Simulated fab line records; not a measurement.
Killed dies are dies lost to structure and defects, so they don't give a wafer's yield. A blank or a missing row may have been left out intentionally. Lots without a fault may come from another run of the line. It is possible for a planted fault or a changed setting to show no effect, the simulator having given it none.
One fault seen from 2 desks | flow berkeley cmos170 | only its own numbers are on each desk; what lay behind them is given at the end

## FOR THE TOOL OWNER'S DESK: cmp-02
The tool's own readings at UCB170_V1_CMP_02 (polishes SiO2): means of the sampled wafers that have a number, for each lot that ran on this tool. Marked OUT: a lot whose mean sits more than 4 standard deviations from the usual mean, which makes it out of limits; the brackets give that distance.
Columns: A = motor current A at UCB170_V1_CMP_02, usual 17.1 A; B = slurry filter dp kPa at UCB170_V1_CMP_02, usual 13.49 kPa
lot  | first seen here | A    | B
L856 | day 8 16:24     | 15.9 | 13.53
L859 | day 9 02:23     | 16.0 | 13.50
L858 | day 9 05:49     | 17.1 | 13.41
L861 | day 9 06:10     | 16.9 | 13.52
L866 | day 10 16:08    | 17.3 | 13.45
L867 | day 11 00:55    | 15.2 | 13.52
L868 | day 11 03:44    | 16.6 | 13.49
This desk found nothing out of limits on any of the 7 lots.

## THE METROLOGY DESK
Means of the sampled wafers that have a number, per lot and without regard to the tool the lot ran on: this is what the gauges read. Marked OUT: a lot whose mean sits more than 4 standard deviations from the usual mean, which makes it out of limits; the brackets give that distance.
Columns: A = cd nm at UCB170_M3_CD_MEAS_15, usual 700.2 nm; B = M3_OVL at UCB170_M3_OVL_MEAS_16, usual -1 nm
lot  | first seen here | A     | B
L856 | day 9 02:42     | 700.4 | -0
L859 | day 9 14:32     | 701.4 | 1
L860 | day 9 15:12     | 701.9 | -0
L858 | day 9 16:24     | 699.8 | -3
L857 | day 9 17:11     | 702.3 | -2
L861 | day 9 18:07     | 698.3 | -3
L866 | day 11 04:37    | 699.6 | -11
L867 | day 11 10:55    | 701.5 | -8
L868 | day 11 14:17    | 699.4 | 4
L873 | day 12 21:33    | 699.7 | -2
L875 | day 13 11:58    | 701.9 | -2
L876 | day 13 20:35    | 701.0 | 3
L877 | day 14 02:23    | 700.6 | -8
L879 | day 14 14:34    | 699.7 | -2
This desk found nothing out of limits on any of the 14 lots.

## PUT TOGETHER
The tool owner's desk saw nothing out of limits.
Metrology desk: nothing out of limits seen.

## WHAT HAD BEEN PUT IN BY THE SIMULATOR
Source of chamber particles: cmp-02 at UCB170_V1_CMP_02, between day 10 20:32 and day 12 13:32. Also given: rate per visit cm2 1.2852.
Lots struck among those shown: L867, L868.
